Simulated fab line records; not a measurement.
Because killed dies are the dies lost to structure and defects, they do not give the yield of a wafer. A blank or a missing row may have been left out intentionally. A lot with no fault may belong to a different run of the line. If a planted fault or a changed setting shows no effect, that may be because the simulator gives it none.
Comparing a struck lot with a sound one || flow rit-cmos || 17 steps out of a route of 202
Sound: these wafers, L128.1, L128.5, L128.6. Struck: wafers L140.1, L140.5, L140.6. Last of all comes the cause.
Each step with rows lists, per side, the tool, then ch with its chambers, then its first start. Under that, the readings that differ: sound wafers || struck wafers || difference of the means || sigmas: that difference in standard deviations of wafers without a fault.
alike: a reading whose means differ by less than 2 such deviations, as well as words and numbers matching on both sides. not compared: withheld readings; readings where some wafer has no value; bounds like >300 that might hide an equal value; numbers whose values overlap and for which the record gives no deviation.
The two part at a step that has a row with sigmas, a row that says differs or no value, or rows on one side only. Numbers that have no deviation but don't overlap get no sigmas and don't part them. A reading that every wafer of one side lacks parts them only if that side has two wafers or more.

RIT_NWELL_TW_MEAS_10:
  sound on film-metro-04 at day 4 04:23; struck on film-metro-03 at day 6 18:34
  alike: NWELL_TW
then, 6 steps without rows for these wafers: RIT_PWELL_HMDS_00 (prime time 60 s); RIT_PWELL_COAT_01 (resist thk 1300 nm); RIT_PWELL_SOFTBAKE_02 (time 60 s); RIT_PWELL_EXPOSE_03 (exposes mask M3, target cd 43700 nm); RIT_PWELL_PEB_04; RIT_PWELL_DEVELOP_05 (develop time 68 s).
RIT_PWELL_OVL_MEAS_06:
  sound on overlay-01 at day 4 05:20; struck on overlay-02 at day 6 19:40
  alike: PWELL_OVL
then, 2 steps without rows for these wafers: RIT_PWELL_HARDBAKE_07 (time 120 s); RIT_PWELL_IMPLANT_08.
RIT_PWELL_STRIP_09: strips in O2, time 180 s.
  sound on plasma-asher-04 ch 0,1, day 4 05:46; struck on plasma-asher-04 ch 0,1, day 6 20:05
  alike: drypump-motor-current-A
  not compared: rf-hours-counter-h
RIT_PWELL_TW_MEAS_10:
  sound on film-metro-04 at day 4 05:57; struck on film-metro-03 at day 6 20:16
  alike: PWELL_TW
RIT_WELLDRIVE_ANNEAL_00: time 14700 s.
  sound on furnace-03 ch 0, day 4 06:01; struck on furnace-04 ch 0, day 6 21:40
{"reading": "spike-tc-centre-C (C)", "sound": "1101.6 1102.9 1102.1", "struck": "1095.4 1095.4 1094.8", "difference": -7.0, "sigmas": -5}
{"reading": "spike-tc-source-C (C)", "sound": "1124.0 1124.2 1125.2", "struck": "1118.1 1119.0 1117.9", "difference": -6.1, "sigmas": -4}
{"reading": "tube-center-temp-C (C)", "sound": "1099.9 1099.8 1100.2", "struck": "1092 1092 1092.1", "difference": -8, "sigmas": -79}
{"reading": "tube_center_temp_C_max", "sound": "1102.9 1102.2 1102.7", "struck": "1094.0 1095.2 1094.4", "difference": -8.1, "sigmas": -17}
{"reading": "zone-power-centre-pct (%)", "sound": "62 61 63", "struck": "46 46 46", "difference": -16, "sigmas": -2}
RIT_WELLDRIVE_RS_MEAS_01: a four-point-probe measurement.
  sound on film-metro-04 at day 4 11:05; struck on film-metro-02 at day 7 02:45
{"reading": "NWELL_RS (ohm/sq)", "sound": "274.6 274.7 275.5", "struck": "283.7 284.2 283.9", "difference": "+9.0", "sigmas": "+11"}
RIT_WELLDRIVE_RS_MEAS_02: a four-point-probe measurement.
  sound on film-metro-04 at day 4 11:13; struck on film-metro-02 at day 7 02:52
{"reading": "PWELL_RS (ohm/sq)", "sound": "430.5 430.0 431.3", "struck": "436.7 436.6 438.4", "difference": "+6.6", "sigmas": "+6"}
then, 1 step without rows for these wafers: RIT_NRETRO_HMDS_00 (prime time 60 s).
RIT_M1_PROBE_99:
  sound on prober-01 at day 5 15:23; struck on prober-01 at day 8 08:25
{"reading": "model.etest.nwell-pinched.rs-ohm-sq", "sound": "329.6 331.1 334.3", "struck": "355.8 348.7 354.6", "difference": "+21.4", "sigmas": ""}
{"reading": "model.etest.pwell-pinched.rs-ohm-sq", "sound": "449.9 452.2 453.8", "struck": "479.4 463.6 475.5", "difference": "+20.9", "sigmas": ""}
{"reading": "model.etest.pwell.rs-ohm-sq", "sound": "416.7 412.7 415.1", "struck": "426.1 422.8 426.8", "difference": "+10.4", "sigmas": ""}
{"reading": "model.etest.field-n.vt-v (V)", "sound": "34.25 34.27 34.3", "struck": "35.81 34.89 34.92", "difference": "+0.93", "sigmas": ""}
{"reading": "model.etest.field-p-metal.vt-v (V)", "sound": "-30.74 -31.16 -31.06", "struck": "-28.86 -29.81 -29.69", "difference": "+1.53", "sigmas": ""}
{"reading": "model.etest.field-p.vt-v (V)", "sound": "-12.99 -13.02 -12.97", "struck": "-12.36 -12.45 -12.47", "difference": "+0.57", "sigmas": ""}
{"reading": "model.etest.diode-pplus-comb.cj-ff-um2", "sound": "2.051 2.045 2.059", "struck": "2.081 2.079 2.078", "difference": "+0.028", "sigmas": ""}
  alike: killed-at-contacts, killed-at-front-end, killed-dies, killed-open, killed-short
  not compared: model.etest.diode-pplus-nwell.bv-v

== WHERE THEY PART ==
First at RIT_WELLDRIVE_ANNEAL_00; last, within this record, at RIT_WELLDRIVE_RS_MEAS_02. Later steps at which nothing parts them and some readings are alike: RIT_M1_PROBE_99.

WHY: what the simulator had put in
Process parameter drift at RIT_WELLDRIVE_ANNEAL_00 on furnace-04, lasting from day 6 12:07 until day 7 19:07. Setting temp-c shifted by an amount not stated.
